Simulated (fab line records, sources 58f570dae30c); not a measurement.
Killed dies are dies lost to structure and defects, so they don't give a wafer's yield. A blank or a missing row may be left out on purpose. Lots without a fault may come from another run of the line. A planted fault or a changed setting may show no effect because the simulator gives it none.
Split-lot experiment | flow berkeley_cmos170 | 5 lots, 23 wafers read, on a route of 331 steps

THE SPLIT
At UCB170_PWELL_CVD_05 (deposits Si3N4 from SiH2Cl2/NH3, target thk 220 nm, time 3300 s), the setting temp_c was moved away from the recipe's 800 C on 10 of the 23 wafers read, by -2.5% to -2.3%. The other wafers ran this setting at the recipe's value.

FROM THE SPLIT TO THE READING: what the file shows between them, 4 steps
- UCB170_PWELL_THK_MEAS_06
- UCB170_PWELL_HMDS_07: prime time 60 s
- UCB170_PWELL_COAT_08: resist thk 900 nm
- UCB170_PWELL_DEVELOP_12: develop time 45 s

THE READING
oes_product_au, in a.u., at UCB170_PWELL_ETCH_14 (etches Si3N4 in CH3F/Ar/O2, stops on SiO2, target depth 242 nm, time 151 s). Fault-free wafers of this fab line usually give 0.940 a.u., standard deviation 0.014 a.u..

wafer  | tool, chamber at the split | temp_c as run, C | against the recipe | oes_product_au, a.u. | against lot-mates on the recipe
L074.2 | -, -                       | 800              | recipe             | 0.950                | -
L074.3 | -, -                       | 800              | recipe             | 0.933                | -
L074.4 | -, -                       | 800              | recipe             | 0.951                | -
L074.5 | -, -                       | 800              | recipe             | 0.927                | -
L074.6 | -, -                       | 800              | recipe             | 0.946                | -
L076.2 | lpcvd-01, 1                | 800              | recipe             | 0.955                | -
L076.3 | lpcvd-01, 1                | 800              | recipe             | 0.940                | -
L076.4 | lpcvd-01, 1                | 800              | recipe             | 0.969                | -
L075.1 | -, -                       | 781.7            | -2.3%              | 0.789                | no lot-mate on the recipe
L075.2 | -, -                       | 781.7            | -2.3%              | 0.786                | no lot-mate on the recipe
L075.4 | -, -                       | 781.7            | -2.3%              | 0.767                | no lot-mate on the recipe
L075.5 | -, -                       | 781.7            | -2.3%              | 0.790                | no lot-mate on the recipe
L075.6 | -, -                       | 781.7            | -2.3%              | 0.766                | no lot-mate on the recipe
L077.1 | -, -                       | 779.6            | -2.5%              | 0.765                | no lot-mate on the recipe
L077.2 | -, -                       | 779.6            | -2.5%              | 0.737                | no lot-mate on the recipe
L077.3 | -, -                       | 779.6            | -2.5%              | 0.751                | no lot-mate on the recipe
L077.4 | -, -                       | 779.6            | -2.5%              | 0.788                | no lot-mate on the recipe
L077.6 | -, -                       | 779.6            | -2.5%              | 0.780                | no lot-mate on the recipe
L085.1 | -, -                       | 800              | recipe             | 0.934                | -
L085.2 | -, -                       | 800              | recipe             | 0.962                | -
L085.3 | -, -                       | 800              | recipe             | 0.939                | -
L085.4 | -, -                       | 800              | recipe             | 0.942                | -
L085.6 | -, -                       | 800              | recipe             | 0.947                | -

THE FIT
A straight line over all 23 wafers: oes_product_au changes by +0.0718 a.u. for each +1% of temp_c; r = +0.99; the points scatter about the line by 0.014 a.u..
Too few moved wafers have a lot-mate on the recipe to fit a line with each lot's own level taken away.

THE WHOLE CHAIN: every reading that the file lists as answering this split, in the file's order
step                     | what it does                                                               | reading                                                                       | change (the file's fit)                  | r (the file's)
UCB170_PWELL_CVD_05      | deposits Si3N4 from SiH2Cl2/NH3, target thk 220 nm, time 3300 s            | Si3N4_of_PWELL_CVD_05.thk_nm (the simulator's own value, which no gauge read) | +27.5 nm for each +1% of the setting     | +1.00
UCB170_PWELL_THK_MEAS_06 |                                                                            | PWELL_NITRIDE_THK                                                             | +27.5 for each +1% of the setting        | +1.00
UCB170_PWELL_ETCH_14     | etches Si3N4 in CH3F/Ar/O2, stops on SiO2, target depth 242 nm, time 151 s | oes_product_au                                                                | +0.0718 a.u. for each +1% of the setting | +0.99
UCB170_PWELL_ETCH_14     | etches Si3N4 in CH3F/Ar/O2, stops on SiO2, target depth 242 nm, time 151 s | etch.depth_nm (the simulator's own value, which no gauge read)                | +27.6 nm for each +1% of the setting     | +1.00

THE FILE'S OWN FIT
oes_product_au changes by +0.0718 a.u. for each +1% of temp_c, r = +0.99.
